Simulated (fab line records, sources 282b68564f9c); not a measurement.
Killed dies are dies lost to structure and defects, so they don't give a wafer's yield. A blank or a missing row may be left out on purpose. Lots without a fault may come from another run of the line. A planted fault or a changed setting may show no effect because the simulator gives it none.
fab line records | flow rit_cmos
record lots=6 wafers=18 last_day=7
route steps=202 shown NSD@135 PSD@142 M1@202
lots that met no fault: from a run of the same line without faults
start_h: hours from the record's first day to the start of the lot's first wafer shown | wait_h: hours since the lot's step before | " the same as in the row above | L1.1+2: a row that stands for several wafers | - no value, or no start given | * or withheld: withheld | < > ~ a bound
route shown NAME@n: a module of which the file shows steps, and the number in the route of the first | usual: mean/standard deviation of fault-free wafers | same: alike in all rows | chamber/n: place in a boat | sites: the reading at each site | _std_site: their standard deviation | _edge_site: outer sites' mean less inner sites' | radius_mm: how far each site lies from the wafer's centre | mask NAME#n: copy n | behind: the tool/chamber that last shaped the wafer | hold: why the lot was held/for how many hours/how that ended | device: the transistor (n, p or np) that didn't switch | end of line: the same wafers' tests at the end of the route | a step without rows: its recipe alone | killed: dies lost to structure and defects at the first sort, not the wafer's yield | map: a wafer's dies, x killed, . not, _ none there
set.NAME: the setting as run; set.NAME@STEP: as run at that earlier step | model.NAME: the simulator's own value behind a step, which no gauge read
lots at some steps of the route; a table a step, a row a wafer
services: from which hour (start_h, from the record's first day; less than 0 if before it) a tool's chamber was out of use, for how many hours, and why
## steps
# step RIT_NSD_PEB_04
# recipe resist=NOVOLAK temp_c=withheld time_s=withheld
# step RIT_NSD_DEVELOP_05
# recipe resist=NOVOLAK develop_time_s=50 dev_temp_c=23
# step RIT_NSD_OVL_MEAS_06
# usual NSD_OVL=0.2/1.4
# columns lot.wafer tool chamber start_h wait_h NSD_OVL[nm]
L385.1 overlay-02 - 59.45 - -0.8
L385.4 " - " " 0.0
L385.5 " - " " -1.5
L391.1 overlay-01 - 87.93 - 0.8
L391.2 " - " " 0.8
L391.4 " - " " -0.2
L399.1 overlay-01 - 127.62 - -2.1
L399.4 " - " " -1.0
L399.5 " - " " -2.9
L400.3 overlay-01 - 132.02 - 1.9
L400.4 " - " " 4.0
L400.5 " - " " 2.8
L404.1 overlay-01 - 154.11 - 2.1
L404.2 " - " " 1.6
L404.4 " - " " 2.1
L406.1 overlay-02 - 167.07 - 0.9
L406.2 " - " " 1.1
L406.5 " - " " 2.1
# step RIT_NSD_HARDBAKE_07
# recipe resist=NOVOLAK temp_c=140 time_s=60
# step RIT_NSD_IMPLANT_08
# recipe species=P energy_kev=24.73 dose_cm2=1e+15 tilt_deg=7
# step RIT_NSD_STRIP_09
# recipe chemistry=O2 time_s=180 resist=NOVOLAK platen_temp_c=withheld power_w=500 pressure_mtorr=4000 o2_flow_sccm=4000
# usual drypump_motor_current_A=5.74/0.28
# columns lot.wafer tool chamber start_h wait_h drypump_motor_current_A rf_hours_counter_h
L385.1 plasma_asher-01 0 59.78 0.1 5.43 40
L385.4 " 1 " " 6.10 -
L385.5 " 0 " " 5.41 -
L391.1 plasma_asher-02 1 88.26 0.1 5.33 29
L391.2 " 0 " " 6.03 29
L391.4 " 1 " " 5.33 -
L399.1 plasma_asher-01 1 127.96 0.1 6.14 46
L399.4 " 0 " " 5.43 -
L399.5 " 1 " " 6.11 -
L400.3 plasma_asher-01 1 132.41 0.1 6.10 -
L400.4 " 0 " " 5.39 -
L400.5 " 1 " " 6.14 -
L404.1 plasma_asher-01 1 154.45 0.1 6.13 49
L404.2 " 0 " " 5.41 49
L404.4 " 0 " " 5.41 -
L406.1 plasma_asher-04 0 167.41 0.1 5.77 4
L406.2 " 1 " " 5.78 4
L406.5 " 0 " " 5.75 -
# step RIT_NSD_TW_MEAS_10
# usual NSD_TW=3135/16
# columns lot.wafer tool chamber start_h wait_h NSD_TW
L385.1 film_metro-02 - 59.96 0.1 3139
L385.4 " - " " 3143
L385.5 " - " " 3137
L391.1 film_metro-02 - 88.44 0.1 3144
L391.2 " - " " 3146
L391.4 " - " " 3126
L399.1 film_metro-01 - 128.13 0.1 3135
L399.4 " - " " 3124
L399.5 " - " " 3133
L400.3 film_metro-03 - 132.54 0.1 3113
L400.4 " - " " 3132
L400.5 " - " " 3115
L404.1 film_metro-02 - 154.62 0.1 3130
L404.2 " - " " 3116
L404.4 " - " " 3131
L406.1 film_metro-02 - 167.58 0.1 3128
L406.2 " - " " 3105
L406.5 " - " " 3120
# step RIT_PSD_HMDS_00
# recipe prime_time_s=60 prime_temp_c=140
# step RIT_PSD_COAT_01
# recipe resist=NOVOLAK spin_rpm=3250 resist_thk_nm=1000
# step RIT_PSD_SOFTBAKE_02
# recipe resist=NOVOLAK temp_c=90 time_s=60
# step RIT_PSD_EXPOSE_03
# recipe mask_id=M10 na=0.57 target_cd_nm=40900 dose_mj=250
# step RIT_PSD_PEB_04
# recipe resist=NOVOLAK temp_c=withheld time_s=withheld
# step RIT_PSD_DEVELOP_05
# recipe resist=NOVOLAK develop_time_s=50 dev_temp_c=23
# usual chill_plate_temp_C=22.98/0.11 developer_temp_C=22.98/0.11 exhaust_pa=45.1/0.73 resist_line_temp_C=22.99/0.11
# columns lot.wafer tool chamber start_h wait_h chill_plate_temp_C developer_temp_C exhaust_pa resist_line_temp_C
L385.1 litho_track-04 0 61 - 22.97 22.94 44.3 22.92
L385.4 " 0 " " 22.98 23.05 45.2 23.11
L385.5 " 0 " " 23.06 22.94 44.0 22.97
L391.1 litho_track-02 0 89 - 22.96 23.02 45.1 23.03
L391.2 " 0 " " 22.85 23.06 44.2 23.23
L391.4 " 0 " " 22.91 23.05 46.6 23.09
L399.1 litho_track-04 0 129 - 22.87 22.03 45.0 22.92
L399.4 " 0 " " 23.10 22.13 44.7 22.91
L399.5 " 0 " " 22.94 22.04 45.2 22.98
L400.3 litho_track-04 0 133 - 23.08 21.97 44.9 23.09
L400.4 " 0 " " 22.96 21.95 44.9 23.03
L400.5 " 0 " " 22.88 21.98 44.5 23.20
L404.1 litho_track-03 0 155 - 23.09 22.94 45.1 23.13
L404.2 " 0 " " 23.03 22.97 44.2 22.94
L404.4 " 0 " " 23.14 22.69 45.4 22.95
L406.1 litho_track-03 0 168 - 22.85 23.10 44.8 22.85
L406.2 " 0 " " 22.75 23.10 44.5 22.93
L406.5 " 0 " " 22.89 22.99 43.6 23.12
# step RIT_PSD_OVL_MEAS_06
# usual PSD_OVL=0.3/1.4
# columns lot.wafer tool chamber start_h wait_h PSD_OVL[nm]
L385.1 overlay-01 - 61.19 - 1.4
L385.4 " - " " -0.3
L385.5 " - " " -0.1
L391.1 overlay-01 - 89.35 - 0.6
L391.2 " - " " 0.7
L391.4 " - " " 0.8
L399.1 overlay-02 - 129.17 - 1.5
L399.4 " - " " 0.1
L399.5 " - " " 0.0
L400.3 overlay-02 - 133.46 - 0.5
L400.4 " - " " 1.3
L400.5 " - " " 2.4
L404.1 overlay-02 - 155.66 - -1.7
L404.2 " - " " -1.8
L404.4 " - " " 0.2
L406.1 overlay-01 - 168.62 - -0.5
L406.2 " - " " -2.7
L406.5 " - " " 1.2
# step RIT_M1_PROBE_99
# usual killed_at_M0_to_M3=0.0/0.2 killed_at_contacts=0.1/0.32 killed_at_front_end=6.7/2.9 killed_dies=6.8/2.9 killed_open=3.3/1.7 killed_short=3.4/2.1
# same gross_dies=264 killed_at_M4_up=0 killed_at_back_side=0 killed_at_other=0
# columns lot.wafer tool chamber start_h wait_h killed_at_M0_to_M3 killed_at_contacts killed_at_front_end killed_dies killed_open killed_short
L391.1 prober-02 - 98.43 0.1 0 0 13 13 6 7
L391.2 prober-02 - 98.48 0.1 0 0 2 2 1 1
L391.4 prober-02 - 98.58 0.2 1 0 9 10 6 4
L400.3 prober-01 - 143.98 0.2 0 0 10 10 1 9
L400.4 prober-01 - 144.03 0.2 0 0 14 14 9 4
L400.5 prober-01 - 144.08 0.2 0 0 11 11 7 4
# killed by level:class
L391.1 SPACER:geometric_particle:open=4 SPACER:geometric_particle:short=3 FOX1:geometric_particle:short=2 GATE:geometric_particle:open=2 GATE:geometric_particle:short=1 REOX:geometric_particle:short=1
L391.2 REOX:geometric_particle:open=1 SILICIDE:geometric_particle:short=1
L391.4 GATE:geometric_particle:open=3 GATE:geometric_particle:short=3 SPACER:geometric_particle:open=2 REOX:geometric_particle:open=1 M1:geometric_particle:short=1
L400.3 FOX2:geometric_particle:short=4 FOX1:geometric_particle:short=2 GATE:geometric_particle:short=2 REOX:geometric_particle:short=1 SPACER:geometric_particle:open=1
L400.4 GATE:geometric_particle:open=3 FOX2:geometric_particle:open=2 SPACER:geometric_particle:short=2 ACTIVE:geometric_particle:open=1 FOX1:geometric_particle:open=1 FOX1:geometric_particle:short=1 FOX2:geometric_particle:short=1 REOX:geometric_particle:open=1
L400.5 FOX1:geometric_particle:short=2 FOX2:geometric_particle:open=2 GATE:geometric_particle:open=2 SILICIDE:geometric_particle:open=2 FOX1:geometric_particle:open=1 GATE:geometric_particle:short=1 SPACER:geometric_particle:short=1
## services
# columns tool chamber start_h hours kind
plasma_asher-01 - 74.94 15.6 pm
plasma_asher-01 - 106.05 2.8 repair
plasma_asher-04 - 108.81 9.0 pm
plasma_asher-04 0 108.81 9.0 vent_cycle
plasma_asher-04 1 108.81 9.0 vent_cycle
plasma_asher-02 - 116.39 3.3 repair
plasma_asher-04 0 117.81 - clean
plasma_asher-04 1 117.81 - clean
plasma_asher-04 - 153.94 2.8 pm
plasma_asher-02 - 165.16 0.5 repair
## key
first_sign step=RIT_PSD_DEVELOP_05 reading=developer_temp_C direction=down sigmas=8.9 usual=* struck=*
effect none on later readings
met_at RIT_PSD_DEVELOP_05
struck_wafers L399.1,L399.4,L399.5,L400.3,L400.4,L400.5
tester_left_out L399,L400
onset_between 61 129
fault kind=process_parameter_drift tool=litho_track-04 chamber=- onset_h=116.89 steps=RIT_PSD_DEVELOP_05 channel=dev_temp_c offset=* shape=step end_h=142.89 acts_in=* stated=*
# tester_left_out: of these lots the tester's yield and bins aren't shown, on N5 and GAA mostly nor the transistor test; their killed dies are dies lost to structure and defects alone, not to doping, threshold or leakage, so they don't give the yield
